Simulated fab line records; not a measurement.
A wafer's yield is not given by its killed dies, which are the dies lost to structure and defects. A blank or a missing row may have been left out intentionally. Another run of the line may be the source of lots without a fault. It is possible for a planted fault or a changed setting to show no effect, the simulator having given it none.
Which of the tools did it? | flow berkeleyCmos170 | 33 wafers from 11 lots sampled at 2 of the route's 331 steps

== WHAT THE GAUGES READ, wafer by wafer ==
UCB170_NWELL_THK_MEAS_05.
lot  | measured    | on           | NWELL_NITRIDE_THK (nm)
L657 | day 2 04:37 | filmMetro-02 | 222.3 223.4 222.9
L658 | day 2 10:40 | filmMetro-04 | 223.4 225.1 222.8
L659 | day 2 17:28 | filmMetro-03 | 226.8 226.3 226.8
L662 | day 3 00:20 | filmMetro-03 | 223.1 225.1 221.6
L663 | day 3 06:27 | filmMetro-02 | 224.1 222.6 223.0
L664 | day 3 21:43 | filmMetro-02 | 239.1 238.5 237.2 239.4 238.6 236.8
L665 | day 4 01:59 | filmMetro-04 | 223.6 223.5 224.5
L666 | day 4 07:27 | filmMetro-04 | 236.9 236.8 237.2 236.6 237.2 237.2
L669 | day 4 18:33 | filmMetro-02 | 225.5 222.0 223.4
L670 | day 5 03:52 | filmMetro-04 | 223.9 223.5 222.4
L680 | day 7 05:53 | filmMetro-02 | 219.9 221.8 220.1

== WHAT TOOL EACH LOT RAN ON (gives the tool, then ch and the chambers of the sampled wafers, and finally the start) ==
lot  | UCB170_NWELL_CVD_04
L657 | lpcvd-01 ch 1, day 2 02:40
L658 | lpcvd-02 ch 0, day 2 08:43
L659 | lpcvd-02 ch 0, day 2 15:31
L662 | lpcvd-01 ch 1, day 2 22:25
L663 | lpcvd-01 ch 0, day 3 04:31
L664 | lpcvd-01 ch 1, day 3 19:47
L665 | lpcvd-02 ch 1, day 4 00:04
L666 | lpcvd-01 ch 1, day 4 05:31
L669 | lpcvd-02 ch 0, day 4 16:34
L670 | lpcvd-01 ch 0, day 5 01:55
L680 | lpcvd-01 ch 0, day 7 03:56
- UCB170_NWELL_CVD_04: deposits Si3N4 from SiH2Cl2/NH3, target thk 224 nm, time 3360 s.

== THE ANSWER, worked out from the rows above alone ==
Rule: the lots themselves supply what counts as usual. The widest of any qualifying gaps counts: lots, ordered by their means at a reading, are off when they make up no more than a third of the lots, leave a main group of 4 or more, and stand apart from it by 3 or more times the standard deviation of that group's means. Not used: any main group whose means are identical at the precision the tables above print for the reading. Also off: a lot with no number at a reading for which 4 or more lots have one. Where the step has rows for the other lots, those lots are counted as sound.
Off: L664, L666, seen at UCB170_NWELL_THK_MEAS_05 (NWELL_NITRIDE_THK). The main group: mean 223.5 nm, standard deviation 1.5.
If a tool, at a process step before that reading, ran all the lots that are off and no sound lot after the first of them, it fits. The gauges at UCB170_NWELL_THK_MEAS_05 are tried like those tools. No candidate that was tried fits.

== WHAT THE SIMULATOR HAD PUT IN ==
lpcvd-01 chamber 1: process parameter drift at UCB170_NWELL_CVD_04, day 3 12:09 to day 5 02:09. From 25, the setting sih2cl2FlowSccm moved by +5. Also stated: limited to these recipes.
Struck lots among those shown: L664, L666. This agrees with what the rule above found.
